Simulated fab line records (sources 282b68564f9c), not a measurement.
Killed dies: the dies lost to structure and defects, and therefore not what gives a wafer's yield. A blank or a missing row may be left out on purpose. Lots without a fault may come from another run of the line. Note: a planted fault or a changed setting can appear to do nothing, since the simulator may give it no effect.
A lot that was struck, set against a sound lot :: flow ritCmos :: 14 steps out of a route of 202
Sound: the wafers L839.1, L839.4, L839.5. Wafers struck: L847.2, L847.3, L847.6. The cause is given at the end.
At each step with rows: each side's tool, then ch and its chambers, then its first start. Under that, the readings that differ: sound wafers :: struck wafers :: difference of the means :: sigmas: that difference in standard deviations of wafers without a fault.
alike: words and numbers the same on both sides, and readings whose means are apart by under 2 such deviations; not compared: readings that were withheld, readings missing a value for some wafer, numbers with overlapping values and no deviation given by the record, and bounds like >300 which may hide the same value.
A row with sigmas, a row that says differs or no value, or rows on one side alone: a step with any of these is where the two part. Numbers that don't overlap but have no deviation are shown without sigmas and don't part them. A reading missing from all wafers of one side parts the sides only when that side holds two or more wafers.

RIT_ACTIVE_ETCH_13: etches Si3N4 in SF6, stops on SiO2, time 210 s, target depth 210 nm.
  sound on rieDiel-02 ch 0,1,2, day 1 20:59; struck on rieDiel-01 ch 2,3, day 3 11:46
reading: chamberPressureMTorr (mTorr)
sound: 260.45 260.10 260.34
struck: 259.83 259.55 259.99
difference: -0.51
sigmas: -2
  alike: SF6_flow_sccm, drypumpMotorCurrentA, oesProductAu, throttleValvePct
  not compared: rfHoursCounterH
RIT_ACTIVE_STRIP_14: strips in O2, time 180 s.
  sound on plasmaAsher-01 ch 0,1, day 1 21:07; struck on plasmaAsher-04 ch 0,1, day 3 11:54
  alike: drypumpMotorCurrentA
  not compared: rfHoursCounterH
RIT_ACTIVE_CD_MEAS_90 targets a cd of 1400 nm.
  sound on cdSem-02 at day 1 21:18; struck on cdSem-01 at day 3 12:05
  alike: cdNm
then, 4 steps without rows for these wafers: RIT_ACTIVE_CLEAN_15 (cleans in SC1, time 600 s); RIT_ACTIVE_CLEAN_16 (cleans in dHF, time 30 s); RIT_ACTIVE_CLEAN_17 (cleans in SC2, time 600 s); RIT_FOX1_OXIDATION_00 (target thk 350.7 nm, ox time 1086 s).
RIT_FOX1_THK_MEAS_01:
  sound on filmMetro-03 at day 1 23:37; struck on filmMetro-03 at day 3 15:23
  alike: FOX1_OXIDE_THK
then, 2 steps without rows for these wafers: RIT_FOX1_WET_ETCH_02 (etches SiO2 in BOE, target depth 350 nm, time 390 s); RIT_FOX2_OXIDATION_00 (target thk 350.7 nm, ox time 1130 s).
RIT_FOX2_THK_MEAS_01:
  sound on filmMetro-02 at day 2 01:07; struck on filmMetro-02 at day 3 16:57
reading: FOX2_OXIDE_THK (nm)
sound: 344 337 339
struck: 358 355 356
difference: +16
sigmas: +2
then, 1 step without rows for these wafers: RIT_FOX2_CLEAN_02 (cleans in dHF, time 180 s).
RIT_FOX2_WET_ETCH_03: etches Si3N4 in H3PO4, target depth 195 nm, time 2700 s.
  sound on wetBench-02 ch 0, day 2 01:14; struck on wetBench-04 ch 3, day 3 17:04
  no value came back on the struck wafers for bathGuardTempC (C), bathHeatDutyPct (%), tempC (C), timeS (s); on the sound wafers bathGuardTempC (C) reads 164.9 164.6 164.6
reading: model.Si3N4_of_ACTIVE_CVD_03.thkNm (nm)
sound: 0 0 0
struck: 132.5 133.1 133.4
difference: +133.0
sigmas: 

reading: model.SiO2_of_ACTIVE_OXIDATION_01.thkNm (nm)
sound: 45.05 44.79 43.29
struck: 52.25 52.46 51.78
difference: +7.79
sigmas: 
RIT_M1_PROBE_99:
  sound on prober-01 at day 3 17:52; struck on prober-01 at day 5 15:16
reading: killedAtFrontEnd
sound: 4 7 7
struck: 264 264 264
difference: +258
sigmas: +76

reading: killedDies
sound: 4 7 7
struck: 264 264 264
difference: +258
sigmas: +76

reading: killedOnRim
sound: 2 2 2
struck: 70 70 70
difference: +68
sigmas: +52
  alike: killedOpen, killedShort

== WHERE THEY PART ==
At RIT_ACTIVE_ETCH_13 first; at RIT_M1_PROBE_99 last (within this record only).

WHY: what the simulator had put in
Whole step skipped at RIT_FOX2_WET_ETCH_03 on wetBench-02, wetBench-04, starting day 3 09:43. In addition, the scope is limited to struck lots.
